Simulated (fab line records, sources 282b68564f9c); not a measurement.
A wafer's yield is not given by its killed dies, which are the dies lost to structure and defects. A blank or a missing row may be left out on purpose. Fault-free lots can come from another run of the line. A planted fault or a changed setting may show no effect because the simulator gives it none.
fab line records ; flow rit_cmos
[record] lots = 5; wafers = 23
route steps=202 shown M1@192
start_h: start of the lot's first displayed wafer, in hours after the record's first day ; wait_h: hours from the lot's prior step to this one ; " the same as in the row above ; L1.1+2: one row covering several wafers at once ; - value missing, or start not given ; * or withheld: withheld ; < > ~ a bound
route shown NAME@n: NAME is a module with steps in the file, n the number in the route of the first one ; usual: average and standard deviation across the fault-free wafers ; same: alike in all rows ; chamber/n: place in a boat ; sites: each site's reading ; _std_site: the values' standard deviation ; _edge_site: inner sites' mean taken away from outer sites' mean ; radius_mm: for every site, how far away it sits from the centre of the wafer ; mask NAME#n: copy n ; behind: the last tool/chamber to shape the wafer ; hold: cause of the lot's hold/its duration in hours/its outcome ; device: the n, p or np transistor that did not switch ; end of line: the same wafers' tests at the end of the route ; step lacking rows: just its recipe ; killed: at the first sort, the dies lost to defects and structure; wafer yield is something else ; map: per-die view of a wafer (x killed, . not killed, _ where there is no die)
set.NAME: the run value of the setting; set.NAME@STEP: its run value at that earlier step ; model.NAME: the simulator's own value behind a step, which no gauge read
one table per step and one row per wafer, for lots whose settings were changed on purpose
[[steps]]
[step RIT_M1_DEVELOP_08]
[recipe] resist = NOVOLAK; develop_time_s = 68; dev_temp_c = 23
lot.wafer;tool;chamber;start_h;wait_h;set.develop_time_s
L075.1+2+5;litho_track-04;0;-;-;68
L077.2+4+5;litho_track-04;0;-;-;68
L077.3+6;litho_track-04;0;-;-;75.17
L076.1+2+4;litho_track-04;0;-;-;75.97
L076.3+5;litho_track-04;0;-;-;68
L078.1+2;litho_track-04;0;-;-;68
L078.3+5+6;litho_track-04;0;-;-;71.19
L085.2+3+4;litho_track-02;0;-;-;68
L085.5+6;litho_track-02;0;-;-;76.6
[step RIT_M1_CD_MEAS_09]
[recipe] target_cd_nm = 2600
[usual] cd_nm = 2599.8/2.8
lot.wafer;tool;chamber;start_h;wait_h;set.develop_time_s@M1_DEVELOP_08;cd_nm
L075.1;cd_sem-01;-;68.63;-;68;2601.9
L075.2;cd_sem-01;-;68.63;-;68;2602.0
L075.5;cd_sem-01;-;68.63;-;68;2599.5
L077.2;cd_sem-01;-;75.32;-;68;2605.0
L077.3;cd_sem-01;-;75.32;-;75.17;2596.8
L077.4;cd_sem-01;-;75.32;-;68;2605.9
L077.5;cd_sem-01;-;75.32;-;68;2603.8
L077.6;cd_sem-01;-;75.32;-;75.17;2598.0
L076.1;cd_sem-01;-;76.18;-;75.97;2588.8
L076.2;cd_sem-01;-;76.18;-;75.97;2585.2
L076.3;cd_sem-01;-;76.18;-;68;2596.6
L076.4;cd_sem-01;-;76.18;-;75.97;2587.9
L076.5;cd_sem-01;-;76.18;-;68;2598.1
L078.1;cd_sem-01;-;82.71;-;68;2597.1
L078.2;cd_sem-01;-;82.71;-;68;2597.8
L078.3;cd_sem-01;-;82.71;-;71.19;2592.9
L078.5;cd_sem-01;-;82.71;-;71.19;2594.6
L078.6;cd_sem-01;-;82.71;-;71.19;2594.2
L085.2;cd_sem-02;-;118.51;-;68;2597.5
L085.3;cd_sem-02;-;118.51;-;68;2598.1
L085.4;cd_sem-02;-;118.51;-;68;2596.9
L085.5;cd_sem-02;-;118.51;-;76.6;2586.6
L085.6;cd_sem-02;-;118.51;-;76.6;2586.8
[step RIT_M1_HARDBAKE_11]
[recipe] resist = NOVOLAK; temp_c = 140; time_s = 120
[step RIT_M1_STRIP_13]
[recipe] chemistry = nmp; resist = NOVOLAK; temp_c = 80; time_s = 600; dry = n2_spin
[step RIT_M1_STRIP_14]
[recipe] chemistry = O2; time_s = 180; platen_temp_c = withheld; power_w = 500; pressure_mtorr = 4000; o2_flow_sccm = 4000
[step RIT_M1_CD_MEAS_90]
[recipe] target_cd_nm = 2600
[usual] cd_nm = 2599/4
lot.wafer;tool;chamber;start_h;wait_h;set.develop_time_s@M1_DEVELOP_08;cd_nm
L075.1;cd_sem-02;-;69.55;0.1;68;2601
L075.2;cd_sem-02;-;69.55;0.1;68;2604
L075.5;cd_sem-02;-;69.55;0.1;68;2601
L077.2;cd_sem-02;-;76.26;0.1;68;2604
L077.3;cd_sem-02;-;76.26;0.1;75.17;2594
L077.4;cd_sem-02;-;76.26;0.1;68;2605
L077.5;cd_sem-02;-;76.26;0.1;68;2601
L077.6;cd_sem-02;-;76.26;0.1;75.17;2597
L076.1;cd_sem-02;-;77.10;0.1;75.97;2589
L076.2;cd_sem-02;-;77.10;0.1;75.97;2580
L076.3;cd_sem-02;-;77.10;0.1;68;2593
L076.4;cd_sem-02;-;77.10;0.1;75.97;2588
L076.5;cd_sem-02;-;77.10;0.1;68;2593
L078.1;cd_sem-02;-;83.64;0.1;68;2598
L078.2;cd_sem-02;-;83.64;0.1;68;2597
L078.3;cd_sem-02;-;83.64;0.1;71.19;2594
L078.5;cd_sem-02;-;83.64;0.1;71.19;2595
L078.6;cd_sem-02;-;83.64;0.1;71.19;2595
L085.2;cd_sem-02;-;119.43;0.1;68;2594
L085.3;cd_sem-02;-;119.43;0.1;68;2595
L085.4;cd_sem-02;-;119.43;0.1;68;2593
L085.5;cd_sem-02;-;119.43;0.1;76.6;2584
L085.6;cd_sem-02;-;119.43;0.1;76.6;2584
[step RIT_M1_ANNEAL_15]
[recipe] temp_c = 450; time_s = 1800; ambient = forming_gas_H2N2
[step RIT_M1_PROBE_99]
[usual] killed_at_contacts = 0.1/0.28; killed_at_front_end = 6.1/2.6; killed_dies = 6.2/2.6; killed_open = 3.1/1.8; killed_short = 3.2/2
[same] gross_dies = 264; killed_at_M0_to_M3 = 0; killed_at_M4_up = 0; killed_at_back_side = 0; killed_at_other = 0
lot.wafer;tool;chamber;start_h;wait_h;set.develop_time_s@GATE_DEVELOP_15;set.energy_kev@PLDD_IMPLANT_08;set.time_s@PSD_SOFTBAKE_02;killed_at_contacts;killed_at_front_end;killed_dies;killed_open;killed_short;model.etest.pldd.rs_ohm_sq;model.etest.nmos_0p15.r_on_ohm_um;model.etest.nmos_0p15.drive_ua_um;model.etest.pmos_0p3.r_on_ohm_um;model.etest.pmos_0p15.r_on_ohm_um;model.etest.nmos_0p3.r_on_ohm_um;model.etest.npoly_line.line_ohm_um;model.etest.ppoly_line.line_ohm_um
L075.1;prober-02;-;71.29;0.1;50;20;60;0;1;1;1;0;503.9;1115;472.2;6205;2755;2147;168.3;159.7
L075.2;prober-02;-;71.34;0.1;50;20;60;0;6;6;4;2;491.5;1185;466.7;6265;2820;2170;160.9;159.8
L075.5;prober-02;-;71.49;0.2;50;20;60;0;7;7;2;5;508.5;1201;460.6;6249;2852;2203;163.3;161.1
L077.2;prober-01;-;78.03;0.1;43.84;20.35;56.15;0;76;76;1;6;-;-;-;-;-;-;-;-
L077.3;prober-01;-;78.08;0.2;43.84;20;56.15;0;76;76;2;3;482.9;1305;368.3;7067;3422;2357;129.7;124.2
L077.4;prober-01;-;78.13;0.2;43.84;20;56.15;0;76;76;4;5;476.2;1331;362.7;6969;3461;2390;122.9;118.8
L077.5;prober-01;-;78.18;0.2;50;20.35;60;1;5;6;4;2;462.1;1146;446.7;6508;2792;2214;163.8;156.4
L077.6;prober-01;-;78.23;0.2;50;20.35;60;0;6;6;3;3;462.9;1210;438.8;6476;2856;2242;159.3;154.3
L076.1;prober-02;-;79.48;0.1;50;20;60;0;4;4;1;3;475.9;1119;468.9;6220;2717;2146;166.7;158.1
L076.2;prober-02;-;79.53;0.1;54.78;19.03;60;0;11;11;7;3;541.5;1065;528.6;6089;2507;2102;196.5;191.7
L076.3;prober-02;-;79.58;0.2;54.78;19.03;60;0;2;2;2;0;553.4;1068;525.6;6066;2579;2100;196.4;185.5
L076.4;prober-02;-;79.63;0.2;50;20;53.79;0;10;10;6;4;489.1;1132;468.7;6256;2686;2162;170.1;164.9
L076.5;prober-02;-;79.68;0.2;50;19.03;53.79;0;7;7;3;4;551;1148;463.5;6274;2843;2145;164.8;160.9
L078.1;prober-01;-;85.38;0.1;50;20;53.16;0;6;6;3;3;498.9;1050;482.2;6256;2701;2083;170.7;162.5
L078.2;prober-01;-;85.43;0.1;50;18.98;53.16;0;4;4;3;1;559.6;1044;470.6;6311;2794;2125;164.3;157.5
L078.3;prober-01;-;85.48;0.2;50;20;60;0;4;4;3;1;543.2;1109;462.6;6339;2791;2143;164.1;160.8
L078.5;prober-01;-;85.58;0.2;50;18.98;53.16;0;12;12;3;9;554.8;1064;475.6;6417;2872;2087;163.7;156.2
L078.6;prober-01;-;85.63;0.2;50;20;60;0;7;7;2;5;518.3;1054;476.8;6275;2735;2101;165.1;158.8
L085.2;prober-02;-;121.20;0.1;54.36;20;57.43;0;5;5;2;2;495.1;1063;542.6;6009;2444;2084;201.5;197
L085.3;prober-02;-;121.25;0.2;50;20;60;0;7;7;6;1;482;1134;465.7;6235;2736;2171;162.2;157.1
L085.4;prober-02;-;121.30;0.2;54.36;20;57.43;1;6;7;3;3;494.1;1028;554.1;5989;2396;2051;206.7;201.2
L085.5;prober-02;-;121.35;0.2;50;20;60;0;12;12;8;4;494.4;1128;472.7;6286;2740;2160;168.2;162.2
L085.6;prober-02;-;121.40;0.2;54.36;20;57.43;0;8;8;3;3;491.9;1060;547.9;5881;2421;2074;196.6;193.3
// killed by level:class
L075.1 GATE:geometric_particle:open=1
L075.2 FOX1:geometric_particle:open=2 GATE:geometric_particle:short=1 REOX:geometric_particle:open=1 SPACER:geometric_particle:open=1 SPACER:geometric_particle:short=1
L075.5 FOX1:geometric_particle:short=3 FOX2:geometric_particle:open=1 FOX2:geometric_particle:short=1 GATE:geometric_particle:open=1 GATE:geometric_particle:short=1
L077.2 GATE:area_develop=69 SILICIDE:geometric_particle:short=3 FOX1:geometric_particle:short=1 GATE:geometric_particle:short=1 SPACER:geometric_particle:short=1 SPACER:geometric_particle:open=1
L077.3 GATE:area_develop=71 SILICIDE:geometric_particle:short=2 GATE:geometric_particle:open=1 GATE:geometric_particle:short=1 SILICIDE:geometric_particle:open=1
L077.4 GATE:area_develop=67 FOX2:geometric_particle:short=3 GATE:geometric_particle:open=2 GATE:geometric_particle:short=1 REOX:geometric_particle:open=1 SPACER:geometric_particle:open=1 SPACER:geometric_particle:short=1
L077.5 SPACER:geometric_particle:open=2 GATE:geometric_particle:open=1 GATE:geometric_particle:short=1 SILICIDE:geometric_particle:open=1 CONTACT:geometric_particle:short=1
L077.6 SILICIDE:geometric_particle:short=2 FOX1:geometric_particle:open=1 GATE:geometric_particle:short=1 REOX:geometric_particle:open=1 SPACER:geometric_particle:open=1
L076.1 FOX2:geometric_particle:short=1 GATE:geometric_particle:open=1 GATE:geometric_particle:short=1 SPACER:geometric_particle:short=1
L076.2 GATE:geometric_particle:open=5 GATE:geometric_particle:short=2 FOX2:geometric_particle:open=1 REOX:geometric_particle:short=1 SPACER:geometric_particle:open=1 GATE:area_develop=1
L076.3 FOX2:geometric_particle:open=1 GATE:geometric_particle:open=1
L076.4 FOX2:geometric_particle:open=3 GATE:geometric_particle:short=3 REOX:geometric_particle:open=2 GATE:geometric_particle:open=1 REOX:geometric_particle:short=1
L076.5 GATE:geometric_particle:short=4 GATE:geometric_particle:open=2 FOX2:geometric_particle:open=1
L078.1 GATE:geometric_particle:short=3 GATE:geometric_particle:open=2 FOX1:geometric_particle:open=1
L078.2 GATE:geometric_particle:open=1 GATE:geometric_particle:short=1 REOX:geometric_particle:open=1 SPACER:geometric_particle:open=1
L078.3 SILICIDE:geometric_particle:open=2 GATE:geometric_particle:open=1 GATE:geometric_particle:short=1
L078.5 GATE:geometric_particle:short=6 GATE:geometric_particle:open=3 FOX1:geometric_particle:short=1 FOX2:geometric_particle:short=1 SILICIDE:geometric_particle:short=1
L078.6 GATE:geometric_particle:short=2 SILICIDE:geometric_particle:short=2 GATE:geometric_particle:open=1 REOX:geometric_particle:short=1 REOX:geometric_particle:open=1
L085.2 GATE:geometric_particle:short=1 REOX:geometric_particle:short=1 REOX:geometric_particle:open=1 SILICIDE:geometric_particle:open=1 GATE:area_develop=1
L085.3 GATE:geometric_particle:open=6 GATE:geometric_particle:short=1
L085.4 GATE:geometric_particle:short=1 REOX:geometric_particle:open=1 REOX:geometric_particle:short=1 SPACER:geometric_particle:open=1 SILICIDE:geometric_particle:short=1 CONTACT:geometric_particle:open=1 GATE:area_develop=1
L085.5 SILICIDE:geometric_particle:open=4 GATE:geometric_particle:short=3 GATE:geometric_particle:open=2 SPACER:geometric_particle:open=2 SILICIDE:geometric_particle:short=1
L085.6 REOX:geometric_particle:open=2 GATE:area_develop=2 FOX1:geometric_particle:short=1 GATE:geometric_particle:short=1 REOX:geometric_particle:short=1 SILICIDE:geometric_particle:open=1
[[key]]
[split] step = RIT_M1_DEVELOP_08; setting = develop_time_s; stated = 68; by = wafer
[response] step = RIT_M1_CD_MEAS_09; reading = cd_nm; change = -0.814; per = 1%; r = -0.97
[response] step = RIT_M1_CD_MEAS_90; reading = cd_nm; change = -0.714; per = 1%; r = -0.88
split outside_this_file step=RIT_GATE_DEVELOP_15 setting=develop_time_s
split outside_this_file step=RIT_PLDD_IMPLANT_08 setting=energy_kev
split outside_this_file step=RIT_PSD_SOFTBAKE_02 setting=time_s
// split outside_this_file: this setting was split too, and the file shows its column; the key of that split is in another file
